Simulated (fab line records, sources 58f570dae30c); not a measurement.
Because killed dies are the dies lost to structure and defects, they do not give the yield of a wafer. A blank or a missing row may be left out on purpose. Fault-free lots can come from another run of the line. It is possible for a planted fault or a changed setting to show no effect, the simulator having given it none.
Which of the tools did it? ; flow berkeley_cmos170 ; 14 lots, 42 wafers sampled, at 4 steps of a route of 331

== WHAT THE GAUGES READ, wafer by wafer ==
UCB170_PVT_OVL_MEAS_06.
lot;measured;on;PVT_OVL (nm)
L496;day 7 01:36;overlay-02;5 3 4
L497;day 7 03:01;overlay-01;-2 -3 -4
L498;day 7 08:01;overlay-02;-8 -6 -6
L503;day 8 09:41;overlay-02;- - -
L505;day 8 09:25;overlay-01;- - -
L507;day 9 05:23;overlay-02;-4 -8 -7
L508;day 9 05:28;overlay-02;4 6 8
L510;day 9 21:23;overlay-02;-2 -9 -5
L512;day 9 21:17;overlay-02;-8 -5 -4
L511;day 10 11:43;overlay-01;-5 -2 -3
L513;day 10 11:14;overlay-02;1 0 3
L516;day 11 06:23;overlay-01;-14 -11 -16
L515;day 11 06:11;overlay-01;4 4 -4
L517;day 11 06:39;overlay-01;2 0 0

== WHICH TOOL RAN EACH LOT (tool, then ch and the chambers of the sampled wafers, then the start) ==
lot;UCB170_ZERO_ETCH_06;UCB170_PWELL_STRIP_16;UCB170_PVT_COAT_01
L496;rie_diel-01 ch 0,1,2, day 2 09:32;plasma_asher-02 ch 0,1, day 3 18:12;litho_track-02 ch 0, day 7 00:42
L497;rie_diel-04 ch 0,1,3, day 2 13:36;plasma_asher-01 ch 0,1, day 3 18:05;litho_track-01 ch 0, day 7 01:43
L498;rie_diel-04 ch 0,2,3, day 2 23:02;plasma_asher-01 ch 0,1, day 4 06:04;litho_track-01 ch 0, day 7 06:53
L503;rie_diel-02 ch 1,2,3, day 3 19:49;plasma_asher-04 ch 0,1, day 5 10:01;litho_track-02, day 8 08:50
L505;rie_diel-01 ch 1,2,3, day 4 01:04;plasma_asher-04 ch 0,1, day 5 09:47;litho_track-01, day 8 08:41
L507;rie_diel-04 ch 0,3, day 4 14:47;plasma_asher-01 ch 0,1, day 6 07:11;litho_track-03 ch 0, day 9 03:59
L508;rie_diel-04 ch 0,1,3, day 4 19:37;plasma_asher-02 ch 0, day 6 06:53;litho_track-03 ch 0, day 9 04:25
L510;rie_diel-01 ch 1,2,3, day 5 08:09;plasma_asher-02 ch 0,1, day 6 22:20;litho_track-02 ch 0, day 9 20:42
L512;rie_diel-04 ch 1,3, day 5 13:25;plasma_asher-04 ch 0, day 6 21:25;litho_track-01 ch 0, day 9 20:37
L511;rie_diel-02 ch 0,1,3, day 5 13:41;plasma_asher-01 ch 1, day 7 07:23;litho_track-02 ch 0, day 10 10:40
L513;rie_diel-04 ch 0,2,3, day 6 00:40;plasma_asher-04 ch 0,1, day 7 07:44;litho_track-03 ch 0, day 10 10:29
L516;rie_diel-01 ch 0,2,3, day 6 09:03;plasma_asher-01 ch 0,1, day 8 02:39;litho_track-02 ch 0, day 11 05:24
L515;rie_diel-04 ch 0,1, day 6 09:19;plasma_asher-02 ch 0,1, day 8 02:21;litho_track-01 ch 0, day 11 05:11
L517;rie_diel-04 ch 1,2,3, day 6 16:47;plasma_asher-04 ch 0,1, day 8 07:48;litho_track-02 ch 0, day 11 05:48
- UCB170_ZERO_ETCH_06: etches SiO2 in CHF3/CF4/Ar, time 12 s.
- UCB170_PWELL_STRIP_16: strips in O2.
- UCB170_PVT_COAT_01: resist thk 900 nm.

== WHAT THE TOOLS THEMSELVES READ (means of the sampled wafers that have a number; where no wafer has one, the mark that the record gives instead) ==
UCB170_ZERO_ETCH_06.
lot;tool;drypump_motor_current_A (A);oes_product_au (a.u.);throttle_valve_pct (%)
L496;rie_diel-01;5.9;0.618;9.27
L497;rie_diel-04;5.8;0.618;9.29
L498;rie_diel-04;5.6;0.600;9.23
L503;rie_diel-02;5.3;0.615;9.15
L505;rie_diel-01;6.1;0.619;9.39
L507;rie_diel-04;5.7;0.607;9.16
L508;rie_diel-04;5.8;0.615;9.28
L510;rie_diel-01;6.1;0.622;9.39
L512;rie_diel-04;5.6;0.616;9.28
L511;rie_diel-02;5.2;0.609;9.23
L513;rie_diel-04;5.7;0.605;9.22
L516;rie_diel-01;5.7;0.627;9.32
L515;rie_diel-04;5.9;0.623;9.26
L517;rie_diel-04;5.7;0.615;9.36

UCB170_PWELL_STRIP_16.
lot;tool;drypump_motor_current_A (A);o2_flow_sccm (sccm);oes_product_au (a.u.);strip_time_to_endpoint_s (s)
L496;plasma_asher-02;5.1;400.0;0.718;18.04
L497;plasma_asher-01;6.2;401.2;0.725;18.12
L498;plasma_asher-01;6.1;399.6;0.723;18.06
L503;plasma_asher-04;6.4;401.9;0.719;17.93
L505;plasma_asher-04;6.4;401.2;0.719;17.95
L507;plasma_asher-01;6.1;400.4;0.721;17.94
L508;plasma_asher-02;6.0;400.3;0.719;17.98
L510;plasma_asher-02;5.5;399.0;0.720;18.07
L512;plasma_asher-04;6.3;400.7;0.720;18.04
L511;plasma_asher-01;5.4;400.2;0.724;18.19
L513;plasma_asher-04;6.5;400.9;0.716;18.13
L516;plasma_asher-01;5.8;400.4;0.721;18.04
L515;plasma_asher-02;5.1;401.7;0.722;18.06
L517;plasma_asher-04;6.4;400.2;0.721;18.03

UCB170_PVT_COAT_01.
lot;tool;chill_plate_temp_C (C);dispense_pressure_kPa (kPa)
L496;litho_track-02;23.04;49.5
L497;litho_track-01;23.01;45.2
L498;litho_track-01;22.98;45.2
L503;litho_track-02;-;-
L505;litho_track-01;-;-
L507;litho_track-03;22.98;43.5
L508;litho_track-03;22.94;43.5
L510;litho_track-02;23.13;49.5
L512;litho_track-01;22.93;45.2
L511;litho_track-02;23.16;49.5
L513;litho_track-03;23.05;43.5
L516;litho_track-02;22.95;49.5
L515;litho_track-01;23.08;45.2
L517;litho_track-02;22.89;49.5

== THE ANSWER, worked out from the rows above alone ==
Rule: what is usual is taken from the lots themselves. Put in order of their means at a reading, lots are off if they are a third of the lots or fewer, leave a main group of 4 or more, and stand apart from it by a gap of 3 or more times the standard deviation of the main group's means; of several such gaps the widest counts. Not used: any main group whose means are identical at the precision the tables above print for the reading. A lot without any number at a reading at which 4 lots or more have one is off too. All remaining lots with rows at the step are treated as sound. After the gauges, taken in route order, come the tools' own readings; for these a lot's mean is taken, as printed above. The first step at which some lot is off is used, and at that step the reading that is off furthest; a lot without a number counts as furthest.
Off: L503, L505, seen at UCB170_PVT_OVL_MEAS_06 (PVT_OVL). Without a number there: L503, L505. The main group has a mean of -3 nm with a standard deviation of 5.2.
If a tool, at a process step before that reading, ran all the lots that are off and no sound lot after the first of them, it fits. The gauges at UCB170_PVT_OVL_MEAS_06 aren't tried: what is off there is off at UCB170_PVT_COAT_01 too, on other tools, and a gauge's error can't cause that. No candidate that was tried fits.

== WHAT THE SIMULATOR HAD INSERTED ==
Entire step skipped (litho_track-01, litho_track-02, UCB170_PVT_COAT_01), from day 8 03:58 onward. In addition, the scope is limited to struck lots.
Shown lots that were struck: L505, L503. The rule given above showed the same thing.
